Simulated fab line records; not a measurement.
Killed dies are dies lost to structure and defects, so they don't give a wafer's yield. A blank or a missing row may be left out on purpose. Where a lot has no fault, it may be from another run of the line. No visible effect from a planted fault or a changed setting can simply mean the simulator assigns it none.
One fault seen from 2 desks | flow berkeley cmos170 | every desk sees just its own numbers, and what lay behind them comes last

## METROLOGY DESK
Means of the sampled wafers that have a number, per lot and without regard to the tool the lot ran on: this is what the gauges read. A lot is out of limits, marked OUT, if its mean lies more than 4 standard deviations from the usual mean; the brackets give that distance.
Columns: A = PLDD_TW at UCB170_PLDD_TW_MEAS_11, usual 1016; B = cd nm at UCB170_NLDD_CD_MEAS_06, usual 1200.2 nm; C = SILICIDE_TI_RS at UCB170_SILICIDE_RS_MEAS_02, usual 26.2 ohm/sq; D = SILICIDE_TI_THK at UCB170_SILICIDE_THK_MEAS_03, usual 30.3 nm
lot  | first seen here | A    | B      | C               | D
L271 | day 9 01:59     | 1018 | 1201.7 | 25.9            | 30.5
L270 | day 9 02:14     | 1029 | 1199.5 | 26.8            | 29.4
L276 | day 9 18:38     | 1030 | 1201.7 | 25.6            | 31.1
L274 | day 9 19:19     | 1003 | 1201.5 | 25.7            | 31.2
L273 | day 9 20:09     | 1019 | 1198.8 | 26.5            | 30.2
L275 | day 9 20:23     | 1006 | 1201.7 | 26.0            | 30.1
L277 | day 9 20:47     | 1018 | 1198.9 | 26.3            | 30.3
L278 | day 10 09:53    | 1013 | 1201.6 | 31.1 (+13) OUT  | 26.6 (-7.5) OUT
L279 | day 10 10:07    | 1008 | 1200.9 | 26.6            | 30.0
L281 | day 10 22:34    | 1014 | 1198.8 | 30.0 (+9.7) OUT | 27.8 (-5.0) OUT
L283 | day 10 23:13    | 1007 | 1202.2 | 26.5            | 29.5
L286 | day 11 07:26    | 1020 | 1201.0 | 26.1            | 30.1
L288 | day 11 22:03    | 1022 | 1199.4 | 25.8            | 30.8
L290 | day 12 10:41    | 1002 | 1199.0 | 25.8            | 30.9
This desk finds L278, L281 out of limits, with the earliest case on L278 at day 11 03:12 (SILICIDE_TI_RS at UCB170_SILICIDE_RS_MEAS_02). Within limits: L271, L270, L276, L274, L273, L275, L277, L279, L283, L286, L288, L290.

## DESK OF THE TOOL OWNER: pvd sputter-02
The tool's own readings at UCB170_SILICIDE_SPUTTER_01 (material Ti, target thk 30 nm, time 25 s): means of the sampled wafers that have a number, for each lot that ran on this tool. A lot is out of limits, marked OUT, if its mean lies more than 4 standard deviations from the usual mean; the brackets give that distance.
Columns: A = throttle valve pct at UCB170_SILICIDE_SPUTTER_01, usual 29.7 %
lot  | first seen here | A
L270 | day 9 17:07     | 30.2
L274 | day 10 10:58    | 30.5
L277 | day 10 11:41    | 29.2
L278 | day 11 03:09    | 29.4
L281 | day 11 14:29    | 30.3
This desk's finding: nothing out of limits on any of the 5 lots.

## ALL TOGETHER
At day 11 03:12 the metrology desk could have sounded an alarm, on L278, L281.
The tool owner's desk saw nothing out of limits.
Tool owner's desk: L278, L281 on record, inside its limits.
All the named lots went through UCB170_SILICIDE_SPUTTER_01 on pvd sputter-02.

## WHAT WAS PUT IN BY THE SIMULATOR
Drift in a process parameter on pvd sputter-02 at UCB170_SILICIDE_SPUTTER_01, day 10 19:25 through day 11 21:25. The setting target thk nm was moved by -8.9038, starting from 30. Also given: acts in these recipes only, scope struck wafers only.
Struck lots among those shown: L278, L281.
Per desk, hours elapsed from the start of the fault to the first reading out of limits: for the metrology desk, 8.
